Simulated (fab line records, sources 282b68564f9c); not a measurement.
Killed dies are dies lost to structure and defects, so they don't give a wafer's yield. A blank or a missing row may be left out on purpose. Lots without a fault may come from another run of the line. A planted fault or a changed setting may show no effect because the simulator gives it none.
Which tool did it? | flow rit_cmos | 14 lots, 42 wafers sampled, at 2 steps of a route of 202

WHAT THE GAUGES READ, wafer by wafer
RIT_NRETRO_TW_MEAS_10.
lot  | measured    | on            | NRETRO_TW
L339 | day 2 10:38 | film_metro-03 | 1041 1035 1033
L340 | day 2 17:35 | film_metro-01 | 1047 1046 1044
L341 | day 2 20:59 | film_metro-01 | 1052 1045 1051
L342 | day 3 02:28 | film_metro-01 | 1055 1052 1049
L343 | day 3 07:02 | film_metro-02 | 1066 1053 1061
L344 | day 3 13:49 | film_metro-02 | 1060 1066 1059
L345 | day 3 18:57 | film_metro-02 | 1070 1064 1053
L346 | day 3 23:23 | film_metro-01 | 1048 1049 1045
L347 | day 4 03:22 | film_metro-02 | 1056 1061 1055
L351 | day 5 03:20 | film_metro-03 | 1038 1043 1038
L353 | day 5 13:05 | film_metro-02 | 978 978 985
L355 | day 5 20:59 | film_metro-03 | 965 967 966
L358 | day 6 14:29 | film_metro-02 | 1064 1056 1055
L360 | day 7 00:03 | film_metro-03 | 1036 1040 1048

WHICH TOOL RAN EACH LOT (tool, then ch and the chambers of the sampled wafers, then the start)
lot  | RIT_NRETRO_IMPLANT_08
L339 | implanter-04 ch 0, day 2 10:19
L340 | implanter-04 ch 0, day 2 17:16
L341 | implanter-02 ch 0, day 2 20:40
L342 | implanter-04 ch 0, day 3 02:09
L343 | implanter-04 ch 0, day 3 06:43
L344 | implanter-04 ch 0, day 3 13:29
L345 | implanter-04 ch 0, day 3 18:37
L346 | implanter-02 ch 0, day 3 23:07
L347 | implanter-01 ch 0, day 4 03:04
L351 | implanter-02 ch 0, day 5 03:02
L353 | implanter-02 ch 0, day 5 12:45
L355 | implanter-02 ch 0, day 5 20:40
L358 | implanter-01 ch 0, day 6 14:10
L360 | implanter-01 ch 0, day 6 23:46
- RIT_NRETRO_IMPLANT_08

WHAT THE TOOLS THEMSELVES READ (means of the sampled wafers that have a number; where no wafer has one, the mark that the record gives instead)
RIT_NRETRO_IMPLANT_08.
lot  | tool         | dose_ions_cm2 | faraday_current_uA
L339 | implanter-04 | 9.9990e+12    | 31.7
L340 | implanter-04 | 1.0000e+13    | 31.6
L341 | implanter-02 | 9.9960e+12    | 31.7
L342 | implanter-04 | 9.9847e+12    | 31.7
L343 | implanter-04 | 9.9970e+12    | 31.7
L344 | implanter-04 | 1.0005e+13    | 32.2
L345 | implanter-04 | 1.0002e+13    | 31.2
L346 | implanter-02 | 1.0009e+13    | 32.1
L347 | implanter-01 | 1.0002e+13    | 32.0
L351 | implanter-02 | 9.9873e+12    | 31.3
L353 | implanter-02 | 7.8137e+12    | 24.7
L355 | implanter-02 | 7.8010e+12    | 24.6
L358 | implanter-01 | 1.0013e+13    | 32.1
L360 | implanter-01 | 9.9850e+12    | 31.1

THE ANSWER, worked out from the rows above alone
Rule: what is usual is taken from the lots themselves. Put in order of their means at a reading, lots are off if they are a third of the lots or fewer, leave a main group of 4 or more, and stand apart from it by a gap of 3 or more times the standard deviation of the main group's means; of several such gaps the widest counts. A main group whose means are all the same, to the digits that the tables above print for the reading, isn't used. A lot without any number at a reading at which 4 lots or more have one is off too. The other lots that the step has rows for count as sound. The gauges are gone through in route order, then the tools' own readings, and for those a lot's mean is taken as printed above. The first step at which some lot is off is used, and at that step the reading that is off furthest; a lot without a number counts as furthest.
Off: L353, L355, at RIT_NRETRO_TW_MEAS_10 (NRETRO_TW). The main group: mean 1051, standard deviation 8.7.
A tool fits if, at a process step before that reading, it ran every lot that is off, and no sound lot after the first of them. The gauges at RIT_NRETRO_TW_MEAS_10 aren't tried: what is off there is off at RIT_NRETRO_IMPLANT_08 too, on other tools, and a gauge's error can't cause that. One fits: implanter-02 at RIT_NRETRO_IMPLANT_08. Its last sound lot is L351 (day 5 03:02), its first lot that is off L353 (day 5 12:45): a fault that began between those two fits.
The tool's own readings at RIT_NRETRO_IMPLANT_08 bear it out: on the lots that are off they differ by more than 5 times the standard deviation of the sound lots' means. dose_ions_cm2 reads 7.8074e+12 there against 9.9983e+12 on the sound lots; faraday_current_uA reads 24.6 there against 31.7 on the sound lots.

WHAT THE SIMULATOR HAD PUT IN
Process parameter drift: implanter-02, from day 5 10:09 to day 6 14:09, at RIT_NRETRO_IMPLANT_08. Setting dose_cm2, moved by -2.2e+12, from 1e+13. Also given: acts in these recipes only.
Lots struck among those shown: L353, L355. The rule above found the same.
